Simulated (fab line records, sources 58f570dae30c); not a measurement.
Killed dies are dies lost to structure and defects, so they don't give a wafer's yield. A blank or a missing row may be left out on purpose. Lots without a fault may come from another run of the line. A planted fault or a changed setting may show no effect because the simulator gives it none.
Split-lot experiment | flow berkeley_cmos170 | 5 lots, 27 wafers read, on a route of 331 steps

THE SPLIT
At UCB170_V2_CVD_00 (deposits SiO2 from TEOS/O2, target thk 2000 nm, time 250 s), the setting time_s was moved away from the recipe's 250 s on 9 of the 27 wafers read, by -50.3% to +47.8%. The other wafers ran this setting at the recipe's value.

The file shows no step between the split and the reading.

THE READING
V2_TEOS_THK, in nm, at UCB170_V2_THK_MEAS_01. Fault-free wafers of this fab line usually give 2008 nm, standard deviation 28 nm.

wafer  | tool, chamber at the split | time_s as run, s | against the recipe | V2_TEOS_THK, nm | against lot-mates on the recipe
L074.1 | pecvd-02, 2                | 133.4            | -46.6%             | 1082            | -930
L074.2 | pecvd-02, 0                | 133.4            | -46.6%             | 1082            | -930
L074.3 | pecvd-02, 1                | 250              | recipe             | 1962            | -
L074.4 | pecvd-02, 1                | 133.4            | -46.6%             | 1056            | -956
L074.5 | pecvd-02, 0,2              | 250              | recipe             | 2028            | -
L074.6 | pecvd-02, 0,2              | 250              | recipe             | 2045            | -
L077.1 | pecvd-04, 2                | 250              | recipe             | 1993            | -
L077.2 | pecvd-04, 1                | 250              | recipe             | 1980            | -
L077.3 | pecvd-04, 1                | 250              | recipe             | 2035            | -
L081.1 | pecvd-04, 1                | 250              | recipe             | 2021            | -
L081.2 | pecvd-04, 0                | 250              | recipe             | 1994            | -
L081.3 | pecvd-04, 2                | 250              | recipe             | 2023            | -
L081.4 | pecvd-04, 2                | 250              | recipe             | 2042            | -
L081.5 | pecvd-04, 0                | 250              | recipe             | 2046            | -
L081.6 | pecvd-04, 1                | 250              | recipe             | 2033            | -
L080.1 | pecvd-03, 1,0              | 250              | recipe             | 1997            | -
L080.2 | pecvd-03, 1,0              | 250              | recipe             | 1987            | -
L080.3 | pecvd-03, 2                | 369.6            | +47.8%             | 2900            | +898
L080.4 | pecvd-03, 0                | 369.6            | +47.8%             | 2939            | +937
L080.5 | pecvd-03, 1                | 250              | recipe             | 2021            | -
L080.6 | pecvd-03, 2                | 369.6            | +47.8%             | 2964            | +962
L085.1 | pecvd-03, 0                | 124.3            | -50.3%             | 1018            | -984
L085.2 | pecvd-03, 1                | 250              | recipe             | 1998            | -
L085.3 | pecvd-03, 2                | 250              | recipe             | 1982            | -
L085.4 | pecvd-03, 0                | 124.3            | -50.3%             | 1017            | -985
L085.5 | pecvd-03, 1                | 250              | recipe             | 2027            | -
L085.6 | pecvd-03, 2                | 124.3            | -50.3%             | 1019            | -983
Where a row lists several chambers, the file gives one row for several wafers and doesn't say which wafer went through which chamber.

THE FIT
A straight line over all 27 wafers: V2_TEOS_THK changes by +19.7 nm for each +1% of time_s; r = +1.00; the points scatter about the line by 25 nm.
The same after taking each lot's own level away (the mean of its wafers on the recipe; 27 wafers): +19.7 nm for each +1%; r = +1.00; scatter 23 nm.
On that fit, the largest move of time_s shifts the reading by 9.9e+02 nm.
The lots' own levels span 2001.7 to 2026.5 nm, that is 0.9 times the standard deviation above.
So the lot-to-lot level changes the slope little: the two slopes agree.
Check: with one of the wafers moved furthest among these (-50.3%) left out of the fit, the line predicts -995 nm for it against its lot-mates. It came out at -984 nm against them.

OTHER SPLITS ON THESE WAFERS
These wafers also went through other splits before the reading. Each is held against what the fit with the lots' levels taken away leaves over:
other split on the same wafers      | wafers away from the commonest value | r with V2_TEOS_THK (lot level and that fit taken away)
UCB170_NWELL_OXIDATION_01 ox_time_s | 18                                   | +0.20
UCB170_PWELL_OXIDATION_02 ox_time_s | 21                                   | +0.12
UCB170_GATE_ETCH_15 target_depth_a  | 6                                    | -0.02
UCB170_SDANNEAL_RTA_01 time_s       | 9                                    | -0.30
UCB170_V1_CVD_00 time_s             | 9                                    | -0.16

THE WHOLE CHAIN: every reading that the file lists as answering this split, in the file's order
step                  | what it does                                               | reading                                                                   | change (the file's fit)              | r (the file's)
UCB170_V2_CVD_00      | deposits SiO2 from TEOS/O2, target thk 2000 nm, time 250 s | SiO2_of_V2_CVD_00.thk_nm (the simulator's own value, which no gauge read) | +19.3 nm for each +1% of the setting | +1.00
UCB170_V2_THK_MEAS_01 |                                                            | V2_TEOS_THK                                                               | +19.7 for each +1% of the setting    | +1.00

THE FILE'S OWN FIT
V2_TEOS_THK changes by +19.7 nm for each +1% of time_s, r = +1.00.
